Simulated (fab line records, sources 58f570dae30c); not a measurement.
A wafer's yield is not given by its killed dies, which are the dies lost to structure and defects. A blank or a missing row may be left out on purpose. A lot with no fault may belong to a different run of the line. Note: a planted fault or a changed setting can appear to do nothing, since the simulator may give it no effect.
One fault through the eyes of 2 desks || flow berkeley_cmos170 || each desk holds nothing but its own numbers, with what lay behind them at the end

## METROLOGY DESK
Lot by lot, what the gauges showed, no matter which tool ran the lot: averages of those sampled wafers that carry a number. Marked OUT: a lot whose mean sits more than 4 standard deviations from the usual mean, which makes it out of limits; the brackets give that distance.
Columns: A = cd_nm at UCB170_NLDD_CD_MEAS_06, usual 1200.3 nm; B = cd_nm at UCB170_NSD_CD_MEAS_06, usual 1200.2 nm; C = SILICIDE_TI_RS at UCB170_SILICIDE_RS_MEAS_02, usual 26.2 ohm/sq; D = SILICIDE_TI_THK at UCB170_SILICIDE_THK_MEAS_03, usual 30.4 nm
{"lot": "L132", "first seen here": "day 7 07:50", "A": 1200.5, "B": 1199.4, "C": 26.5, "D": 30.3}
{"lot": "L131", "first seen here": "day 7 08:25", "A": 1199.3, "B": 1201.0, "C": 26.3, "D": 30.3}
{"lot": "L133", "first seen here": "day 7 19:03", "A": 1203.1, "B": 1199.1, "C": 26.1, "D": 30.4}
{"lot": "L134", "first seen here": "day 8 07:52", "A": 1199.9, "B": 1202.3, "C": 25.7, "D": 31.1}
{"lot": "L136", "first seen here": "day 8 08:14", "A": 1200.9, "B": 1200.7, "C": 26.1, "D": 30.4}
{"lot": "L135", "first seen here": "day 8 08:34", "A": 1197.4, "B": 1200.5, "C": 26.4, "D": 30.1}
{"lot": "L137", "first seen here": "day 8 22:08", "A": 1199.8, "B": 1201.4, "C": 26.1, "D": 30.6}
{"lot": "L142", "first seen here": "day 10 04:03", "A": 1199.4, "B": 1201.1, "C": "34.1 (+22) OUT", "D": "24.3 (-16) OUT"}
{"lot": "L143", "first seen here": "day 10 11:58", "A": 1199.7, "B": 1200.3, "C": "32.8 (+18) OUT", "D": "25.0 (-15) OUT"}
{"lot": "L147", "first seen here": "day 11 09:44", "A": 1201.4, "B": 1198.9, "C": 26.5, "D": 30.3}
{"lot": "L148", "first seen here": "day 11 09:53", "A": 1201.8, "B": 1199.8, "C": 26.6, "D": 30.0}
{"lot": "L150", "first seen here": "day 11 12:48", "A": 1200.3, "B": 1201.7, "C": 26.5, "D": 30.1}
{"lot": "L151", "first seen here": "day 11 18:04", "A": 1198.7, "B": 1198.0, "C": 26.6, "D": 30.0}
{"lot": "L154", "first seen here": "day 12 02:14", "A": 1201.8, "B": 1199.2, "C": 26.6, "D": 30.0}
Finding of this desk: L142, L143 out of limits, first seen on L142 at day 10 17:17 (SILICIDE_TI_RS at UCB170_SILICIDE_RS_MEAS_02). Within limits: L132, L131, L133, L134, L136, L135, L137, L147, L148, L150, L151, L154.

## FOR THE TOOL OWNER'S DESK: pvd_sputter-03
The tool's own readings at UCB170_SILICIDE_SPUTTER_01 (material Ti, target thk 30 nm, time 25 s): means of the sampled wafers that have a number, for each lot that ran on this tool. Marked OUT: a lot whose mean sits more than 4 standard deviations from the usual mean, which makes it out of limits; the brackets give that distance.
Columns: A = throttle_valve_pct at UCB170_SILICIDE_SPUTTER_01, usual 29.6 %
{"lot": "L131", "first seen here": "day 7 22:48", "A": 29.6}
{"lot": "L134", "first seen here": "day 8 21:07", "A": 29.5}
{"lot": "L137", "first seen here": "day 9 11:14", "A": 30.1}
{"lot": "L142", "first seen here": "day 10 17:15", "A": 29.9}
{"lot": "L143", "first seen here": "day 10 21:17", "A": 29.4}
Result from this desk: across the 5 lots, nothing is out of limits.

## ALL TOGETHER
L142, L143 would have let the metrology desk raise an alarm at day 10 17:17.
The desk of the tool owner found nothing out of limits.
The tool owner's desk has L142, L143 on record, within its limits.
Every lot named ran UCB170_SILICIDE_SPUTTER_01 on pvd_sputter-03.

## WHAT WAS PUT IN BY THE SIMULATOR
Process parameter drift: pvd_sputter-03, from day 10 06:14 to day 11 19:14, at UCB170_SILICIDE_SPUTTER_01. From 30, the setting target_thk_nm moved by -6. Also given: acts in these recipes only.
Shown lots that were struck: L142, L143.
Delay in hours, fault start to first out-of-limits reading, per desk: metrology desk 11.
